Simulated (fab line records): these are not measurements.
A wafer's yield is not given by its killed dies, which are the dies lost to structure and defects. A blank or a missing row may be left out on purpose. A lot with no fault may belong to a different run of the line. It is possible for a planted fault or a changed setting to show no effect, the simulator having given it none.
A lot that was struck, set against a sound lot ; flow berkeleyCmos170 ; 14 steps out of a route of 331
Sound: these wafers, L810.4, L810.5, L810.6. Struck: wafers L803.1, L803.5, L803.6. Last of all comes the cause.
For every step that has rows: the tool of each side, followed by ch and its chambers, followed by its first start. Under that, the readings that differ: sound wafers ; struck wafers ; difference of the means ; sigmas: that difference in standard deviations of wafers without a fault.
alike: readings whose means differ by less than 2 such deviations, and words and numbers that are the same on both sides. not compared: withheld readings, readings that some wafer has no value for, bounds like >300 that may hide the same value, and numbers for which the record gives no deviation and whose values overlap.
A row with sigmas, a row that says differs or no value, or rows on one side alone: a step with any of these is where the two part. When numbers do not overlap yet have no deviation, they are printed without sigmas and do not part them. A reading that every wafer of one side lacks parts them only if that side has two wafers or more.

UCB170_M1_RS_MEAS_01: measurement is done with a four-point probe.
  sound on filmMetro-04, day 11 16:28; struck on filmMetro-01, day 10 17:19
  alike: M1_AL_RS
UCB170_M1_THK_MEAS_02: measures by xrf.
  sound on filmMetro-04, day 11 16:34; struck on filmMetro-01, day 10 17:26
  alike: M1_AL_THK
then, 6 steps without rows for these wafers: UCB170_M1_COAT_03; UCB170_M1_COAT_04 (resist thk 900 nm); UCB170_M1_SOFTBAKE_05 (time 60 s); UCB170_M1_EXPOSE_06 (exposes mask METAL1, target cd 700 nm); UCB170_M1_PEB_07; UCB170_M1_DEVELOP_08 (develop time 45 s).
UCB170_M1_CD_MEAS_09 targets a cd of 700 nm.
  sound on cdSem-02, day 11 18:11; struck on cdSem-02, day 10 18:52
  alike: cdNm
UCB170_M1_OVL_MEAS_10:
  sound on overlay-01, day 11 18:16; struck on overlay-01, day 10 18:59
  alike: M1_OVL
UCB170_M1_ETCH_11: etches BARC in N2/H2.
  sound on rieDiel-04 ch 0,2,3, day 11 18:19; struck on rieDiel-03 ch 0,1,2, day 10 19:01
  alike: drypumpMotorCurrentA, oesProductAu, throttleValvePct
UCB170_M1_METAL_ETCH_12: etches Al in Cl2/BCl3, stops on PSG, target depth 780 nm, time 130 s.
  sound on rieMetal-04 ch 0,1, day 11 18:22; struck on rieMetal-04 ch 0,1, day 10 19:04
  alike: drypumpMotorCurrentA, oesProductAu, throttleValvePct
  not compared: rfHoursCounterH
UCB170_M1_STRIP_13: strips in O2.
  sound on plasmaAsher-02 ch 0,1, day 11 18:30; struck on plasmaAsher-02 ch 0,1, day 10 19:11
  no value came back on the struck wafers for chamberPressureMTorr (mTorr), drypumpMotorCurrentA (A), oesProductAu (a.u.); on the sound wafers chamberPressureMTorr (mTorr) reads 3501 3503 3508
reading;sound;struck;difference;sigmas
model.KrF_of_M1_COAT_04.thkNm (nm);0 0 0;413.9 415.9 418.1;+416.0;
  not compared: rfHoursCounterH
UCB170_M1_CD_MEAS_90 targets a cd of 700 nm.
  sound on cdSem-01, day 11 18:37; struck on cdSem-02, day 10 19:35
  alike: cdNm

== WHERE THEY PART ==
Only at UCB170_M1_STRIP_13, as far as this record shows. Later steps at which nothing parts them and some readings are alike: UCB170_M1_CD_MEAS_90.

WHY: whatever the simulator had introduced
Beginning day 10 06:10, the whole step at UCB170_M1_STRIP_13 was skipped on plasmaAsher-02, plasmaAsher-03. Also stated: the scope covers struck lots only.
